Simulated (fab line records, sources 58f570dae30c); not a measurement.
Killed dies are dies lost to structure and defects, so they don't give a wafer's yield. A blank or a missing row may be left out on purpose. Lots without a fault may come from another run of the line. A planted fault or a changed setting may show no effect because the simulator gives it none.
fab line records | flow berkeley_cmos170
record lots=7 wafers=21 last_day=13
route steps=331 shown CONTACT@233 M1@238
lots that met no fault: from a run of the same line without faults
start_h: hours from the record's first day to the start of the lot's first wafer shown | wait_h: hours since the lot's step before | " the same as in the row above | L1.1+2: a row that stands for several wafers | - no value, or no start given | * or withheld: withheld | < > ~ a bound
route shown NAME@n: a module of which the file shows steps, and the number in the route of the first | usual: mean/standard deviation of fault-free wafers | same: alike in all rows | chamber/n: place in a boat | sites: the reading at each site | _std_site: their standard deviation | _edge_site: outer sites' mean less inner sites' | radius_mm: how far each site lies from the wafer's centre | mask NAME#n: copy n | behind: the tool/chamber that last shaped the wafer | hold: why the lot was held/for how many hours/how that ended | device: the transistor (n, p or np) that didn't switch | end of line: the same wafers' tests at the end of the route | a step without rows: its recipe alone | killed: dies lost to structure and defects at the first sort, not the wafer's yield | map: a wafer's dies, x killed, . not, _ none there
set.NAME: the setting as run; set.NAME@STEP: as run at that earlier step | model.NAME: the simulator's own value behind a step, which no gauge read
lots at some steps of the route; a table a step, a row a wafer
services: from which hour (start_h, from the record's first day; less than 0 if before it) a tool's chamber was out of use, for how many hours, and why
## steps
# step UCB170_CONTACT_ETCH_17
# recipe chemistry=N2/H2 target_depth_a=withheld overetch_a=withheld target=BARC time_s=withheld source_w=500 bias_w=100 pressure_mtorr=30 n2_flow_sccm=100 h2_flow_sccm=200
# usual drypump_motor_current_A=5.8/0.56 oes_product_au=1.005/0.02 throttle_valve_pct=13.33/0.16
# columns lot.wafer tool chamber start_h wait_h drypump_motor_current_A oes_product_au throttle_valve_pct
L549.3 rie_diel-04 2 194.07 0.0 4.9 1.009 13.45
L549.4 " 0 " " 5.5 1.003 13.28
L549.6 " 3 " " 6.1 1.024 13.33
L552.3 rie_diel-01 3 201.28 0.0 6.3 1.005 13.23
L552.5 " 0 " " 6.5 1.019 13.59
L552.6 " 3 " " 6.3 1.008 13.24
L557.3 rie_diel-02 1 240.10 0.0 5.8 0.998 13.00
L557.5 " 0 " " 5.9 0.998 13.20
L557.6 " 1 " " 5.8 0.994 13.01
L558.2 rie_diel-01 2 253.48 0.0 5.1 0.977 13.28
L558.3 " 1 " " 5.0 0.992 13.29
L558.6 " 0 " " 6.5 1.011 13.58
L560.2 rie_diel-02 1 255.14 0.0 5.8 1.010 12.99
L560.3 " 2 " " 6.5 1.028 13.61
L560.4 " 0 " " 5.9 0.989 13.21
L567.1 rie_diel-04 0 267.87 0.0 5.5 1.010 13.27
L567.3 " 1 " " 5.7 1.039 13.40
L567.6 " 0 " " 5.5 1.002 13.28
L568.4 rie_diel-01 3 292.22 0.0 6.3 1.014 13.25
L568.5 " 2 " " 5.1 0.981 13.27
L568.6 " 1 " " 5.0 1.001 13.28
# step UCB170_CONTACT_ETCH_18
# recipe chemistry=CHF3/CF4/Ar target=PSG stop_on=TiSi2 CHF3_flow_sccm=45 cf4_flow_sccm=15 Ar_flow_sccm=150 pressure_mtorr=200 rf_w=700 target_depth_a=8400 over_etch_frac=0.2 time_s=195
# usual drypump_motor_current_A=5.8/0.56 oes_product_au=0.895/0.012 throttle_valve_pct=6.94/0.11
# columns lot.wafer tool chamber start_h wait_h drypump_motor_current_A oes_product_au rf_hours_counter_h throttle_valve_pct
L549.3 rie_diel-04 2 - - 4.9 0.885 146 7.03
L549.4 " 0 " " 5.5 0.888 3 6.84
L549.6 " 3 " " 6.0 0.916 - 6.95
L552.3 rie_diel-01 3 - - 6.3 0.892 119 6.93
L552.5 " 0 " " 6.4 0.886 - 7.08
L552.6 " 3 " " 6.3 0.886 - 6.93
L557.3 rie_diel-02 1 - - 5.8 0.888 41 6.68
L557.5 " 0 " " 5.9 0.898 - 6.85
L557.6 " 1 " " 5.8 0.902 - 6.68
L558.2 rie_diel-01 2 - - 5.1 0.878 72 6.95
L558.3 " 1 " " 5.0 0.892 1 6.95
L558.6 " 0 " " 6.5 0.889 - 7.11
L560.2 rie_diel-02 1 - - 5.8 0.901 41 6.68
L560.3 " 2 " " 6.5 0.923 2 7.09
L560.4 " 0 " " 5.8 0.910 60 6.83
L567.1 rie_diel-04 0 - - 5.5 0.879 8 6.83
L567.3 " 1 " " 5.7 0.906 6 6.86
L567.6 " 0 " " 5.5 0.881 - 6.83
L568.4 rie_diel-01 3 - - 6.3 0.873 124 6.92
L568.5 " 2 " " 5.1 0.866 - 6.94
L568.6 " 1 " " 5.0 0.883 - 6.93
# step UCB170_CONTACT_STRIP_19
# recipe chemistry=O2 power_w=400 pressure_mtorr=3500 platen_temp_c=withheld o2_flow_sccm=400 overash_fraction=0.5
# usual drypump_motor_current_A=6.01/0.29 oes_product_au=0.725/0.0046
# columns lot.wafer tool chamber start_h wait_h drypump_motor_current_A oes_product_au rf_hours_counter_h
L549.3 plasma_asher-02 0 194.27 - 5.61 0.721 -
L549.4 " 1 " " 6.48 0.723 -
L549.6 " 0 " " 5.64 0.727 -
L552.3 plasma_asher-01 1 201.48 - 6.01 0.727 -
L552.5 " 1 " " 6.00 0.729 -
L552.6 " 0 " " 5.90 0.728 -
L557.3 plasma_asher-02 1 240.30 - 6.46 0.726 -
L557.5 " 0 " " 5.68 0.728 -
L557.6 " 1 " " 6.47 0.721 -
L558.2 plasma_asher-04 0 253.64 - 6.30 0.722 48
L558.3 " 0 " " 6.30 0.729 -
L558.6 " 1 " " 5.73 0.723 -
L560.2 plasma_asher-04 0 255.30 - 6.34 0.730 48
L560.3 " 0 " " 6.32 0.719 -
L560.4 " 1 " " 5.71 0.724 -
L567.1 plasma_asher-04 1 268.04 - 5.71 0.727 50
L567.3 " 1 " " 5.76 0.731 -
L567.6 " 0 " " 6.27 0.728 -
L568.4 plasma_asher-01 0 292.43 - 5.88 0.726 -
L568.5 " 1 " " 6.00 0.727 -
L568.6 " 0 " " 5.87 0.726 -
# step UCB170_CONTACT_CD_MEAS_90
# recipe target_cd_nm=700
# usual cd_nm=699.8/1.5
# columns lot.wafer tool chamber start_h wait_h cd_nm
L549.3 cd_sem-01 - 194.38 0.1 699.6
L549.4 " - " " 699.2
L549.6 " - " " 702.3
L552.3 cd_sem-01 - 201.59 0.1 701.0
L552.5 " - " " 699.4
L552.6 " - " " 699.7
L557.3 cd_sem-02 - 240.41 0.1 697.6
L557.5 " - " " 700.1
L557.6 " - " " 697.9
L558.2 cd_sem-02 - 253.76 0.1 698.8
L558.3 " - " " 698.1
L558.6 " - " " 699.1
L560.2 cd_sem-02 - 255.42 0.1 700.3
L560.3 " - " " 701.3
L560.4 " - " " 700.1
L567.1 cd_sem-02 - 268.14 0.1 701.6
L567.3 " - " " 700.8
L567.6 " - " " 701.5
L568.4 cd_sem-01 - 292.55 0.1 697.5
L568.5 " - " " 699.1
L568.6 " - " " 698.4
# step UCB170_CONTACT_CLEAN_20
# recipe chemistry=SPM temp_c=120 time_s=600
# step UCB170_M1_SPUTTER_00
# recipe material=Al target_thk_nm=600 time_s=80 power_w=6000 chamber_pressure_pa=0.5
# usual throttle_valve_pct=29.6/1.3
# columns lot.wafer tool chamber start_h wait_h throttle_valve_pct
L549.3 pvd_sputter-02 - 194.63 0.0 28.1
L549.4 " - " " 28.3
L549.6 " - " " 28.1
L552.3 pvd_sputter-02 - 201.86 0.0 31.7
L552.5 " - " " 31.9
L552.6 " - " " 31.6
L557.3 pvd_sputter-02 - 240.79 0.0 28.0
L557.5 " - " " 28.2
L557.6 " - " " 31.6
L558.2 pvd_sputter-03 - 254.06 0.0 30.1
L558.3 " - " " 29.4
L558.6 " - " " 30.1
L560.2 pvd_sputter-02 - 255.71 0.0 28.4
L560.3 " - " " 31.7
L560.4 " - " " 31.4
L567.1 pvd_sputter-01 - 270.86 0.0 29.8
L567.3 " - " " 27.8
L567.6 " - " " 27.8
L568.4 pvd_sputter-03 - 292.88 0.0 28.9
L568.5 " - " " 29.4
L568.6 " - " " 31.6
# step UCB170_M1_RS_MEAS_01
# recipe thk_meas_gauge=four-point-probe reads=Al_of_M1_SPUTTER_00
# usual M1_AL_RS=0.0484/0.00051
# columns lot.wafer tool chamber start_h wait_h M1_AL_RS[ohm/sq]
L549.3 film_metro-01 - 194.73 0.1 0.0486
L549.4 " - " " 0.0485
L549.6 " - " " 0.0487
L552.3 film_metro-01 - 201.96 0.1 0.0485
L552.5 " - " " 0.0485
L552.6 " - " " 0.0483
L557.3 film_metro-01 - 240.89 0.1 0.0476
L557.5 " - " " 0.0475
L557.6 " - " " 0.0470
L558.2 film_metro-02 - 254.14 0.1 0.0489
L558.3 " - " " 0.0485
L558.6 " - " " 0.0489
L560.2 film_metro-02 - 255.80 0.1 0.0480
L560.3 " - " " 0.0477
L560.4 " - " " 0.0474
L567.1 film_metro-01 - 270.93 0.0 0.0491
L567.3 " - " " 0.0484
L567.6 " - " " 0.0484
L568.4 film_metro-01 - 293.01 0.1 0.0484
L568.5 " - " " 0.0486
L568.6 " - " " 0.0489
# step UCB170_M1_THK_MEAS_02
# recipe thk_meas_gauge=xrf reads=Al_of_M1_SPUTTER_00
# usual M1_AL_THK=582/6.3
# columns lot.wafer tool chamber start_h wait_h M1_AL_THK[nm]
L549.3 film_metro-01 - 194.83 0.1 579
L549.4 " - " " 575
L549.6 " - " " 576
L552.3 film_metro-01 - 202.06 0.1 576
L552.5 " - " " 582
L552.6 " - " " 582
L557.3 film_metro-01 - 240.99 0.1 589
L557.5 " - " " 594
L557.6 " - " " 596
L558.2 film_metro-02 - 254.25 0.1 580
L558.3 " - " " 587
L558.6 " - " " 581
L560.2 film_metro-02 - 255.91 0.1 591
L560.3 " - " " 592
L560.4 " - " " 598
L567.1 film_metro-01 - 271.05 0.1 574
L567.3 " - " " 582
L567.6 " - " " 581
L568.4 film_metro-01 - 293.10 0.1 582
L568.5 " - " " 582
L568.6 " - " " 578
# step UCB170_M1_COAT_03
# recipe resist=BARC temp_c=withheld time_s=withheld spin_rpm=3020 resist_thk_nm=withheld
# step UCB170_M1_COAT_04
# recipe resist=KrF spin_rpm=1500 resist_thk_nm=900
# step UCB170_M1_SOFTBAKE_05
# recipe resist=KrF temp_c=130 time_s=60
# step UCB170_M1_EXPOSE_06
# recipe mask_id=METAL1 target_cd_nm=700 na=0.5 sigma_outer=0.6 source_shape=conventional dose_mj=21
# step UCB170_M1_PEB_07
# recipe peb_temp_c=130 peb_time_s=withheld resist=KrF
# usual chill_plate_temp_C=23.02/0.13 exhaust_pa=44.8/0.82 resist_line_temp_C=23.01/0.1
# columns lot.wafer tool chamber start_h wait_h chill_plate_temp_C exhaust_pa resist_line_temp_C
L549.3 litho_track-01 0 195.74 0.1 23.02 44.5 22.92
L549.4 " 0 " " 23.13 44.6 23.08
L549.6 " 0 " " 23.11 43.8 22.93
L552.3 litho_track-04 0 202.72 0.1 23.17 46.1 23.10
L552.5 " 0 " " 23.09 45.3 23.02
L552.6 " 0 " " 23.04 45.5 23.10
L557.3 litho_track-01 - 242.30 0.6 - - -
L557.5 " - " " - - -
L557.6 " - " " - - -
L558.2 litho_track-04 - 255.46 0.6 - - -
L558.3 " - " " - - -
L558.6 " - " " - - -
L560.2 litho_track-02 - 256.66 0.1 - - -
L560.3 " - " " - - -
L560.4 " - " " - - -
L567.1 litho_track-02 0 272.01 0.3 22.88 44.8 23.09
L567.3 " 0 " " 22.87 44.6 23.03
L567.6 " 0 " " 22.87 45.7 22.89
L568.4 litho_track-04 0 293.89 0.1 23.28 44.5 22.80
L568.5 " 0 " " 23.02 46.5 22.95
L568.6 " 0 " " 23.07 44.8 22.97
# step UCB170_M1_DEVELOP_08
# recipe developer=TMAH develop_time_s=45 resist=KrF dev_temp_c=21
## services
# columns tool chamber start_h hours kind
plasma_asher-04 - 184.38 2.9 repair
rie_diel-02 - 193.40 4.3 pm
rie_diel-01 - 194.32 0.2 repair
pvd_sputter-02 - 194.69 3.6 repair
rie_diel-02 2 197.73 - clean
rie_diel-02 2 197.73 17.6 scheduled_down
rie_diel-02 2 197.73 17.6 vent_cycle
rie_diel-04 2 204.01 - clean
rie_diel-04 2 204.01 22.2 scheduled_down
rie_diel-04 2 204.01 22.2 vent_cycle
plasma_asher-01 - 207.41 2.8 pm
rie_diel-04 3 210.00 3.5 repair
pvd_sputter-02 - 212.26 4.1 repair
rie_diel-01 1 216.42 - clean
rie_diel-01 1 216.42 17.9 scheduled_down
rie_diel-01 1 216.42 17.9 vent_cycle
pvd_sputter-02 - 216.44 3.2 repair
rie_diel-04 - 238.55 2.8 pm
pvd_sputter-03 - 248.66 2.3 repair
pvd_sputter-01 - 250.87 14.6 repair
pvd_sputter-03 - 283.83 2.9 repair
plasma_asher-04 - 284.63 1.3 repair
rie_diel-04 2 291.14 5.1 repair
## key
first_sign step=UCB170_M1_PEB_07 reading=tool_record direction=missing
effect none on later readings
met_at UCB170_M1_PEB_07
struck_wafers L557.3,L557.5,L557.6,L558.2,L558.3,L558.6,L560.2,L560.3,L560.4
later_rows_left_out L557.3,L557.5,L557.6,L558.2,L558.3,L558.6,L560.2,L560.3,L560.4
sort_left_out L557.3,L557.5,L557.6,L558.2,L558.3,L558.6,L560.2,L560.3,L560.4
onset_between 202.72 242.30
fault kind=skipped_step_whole tool=litho_track-01,litho_track-02,litho_track-04 chamber=- onset_h=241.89 steps=UCB170_M1_PEB_07 scope=struck_lots_only
# sort_left_out: the simulated sort isn't trusted on such a fault, so these wafers' sort isn't shown, and their yield isn't known
# later_rows_left_out: the simulator's readings of these wafers behind a module that went badly wrong aren't trusted and aren't shown, but for the sort
